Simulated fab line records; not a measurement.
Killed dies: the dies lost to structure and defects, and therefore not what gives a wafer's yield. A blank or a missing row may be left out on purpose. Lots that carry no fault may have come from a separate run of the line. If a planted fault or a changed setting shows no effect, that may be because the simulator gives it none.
Chamber matching | flow berkeley_cmos170 | UCB170_M1_ETCH_11 on rie_diel-01 has 3 sister chambers
The step etches BARC in N2/H2. 3 wafers are shown with their chamber, then 7 later ones without.

WAFERS PAIRED WITH THEIR CHAMBERS
wafer  | chamber | throttle_valve_pct (%)
L688.6 | 1       | 13.03
L690.3 | 3       | 13.48
L691.5 | 2       | 13.24

WAFERS WHOSE CHAMBER IS MISSING
wafer  | throttle_valve_pct (%)
L691.6 | 13.03
L695.1 | 13.50
L695.3 | 13.04
L695.4 | 13.25
L696.2 | 13.02
L696.4 | 13.51
L696.5 | 13.03

THE CHAMBER EACH PASSED THROUGH
wafer  | from the rows above | in truth
L691.6 | 1                   | 1
L695.1 | 3                   | 3
L695.3 | 1                   | 1
L695.4 | 2                   | 2
L696.2 | 1                   | 1
L696.4 | 3                   | 3
L696.5 | 1                   | 1
Correct placement for 7 of the 7. Left unplaced by these rows: 0. 0 placed wrongly.
How it was worked out, from the rows above alone: a wafer's distance from a chamber is the root of the sum, over the readings, of the square of ((its reading less the chamber's mean) divided by the reading's scatter). The wafer belongs to the nearest chamber; if the next one is less than 2 further off, it can't be placed. A chamber's mean is the mean of its shown wafers. The scatter: root of mean squared gap, hidden wafer to nearest shown wafer, with one shown wafer a chamber.
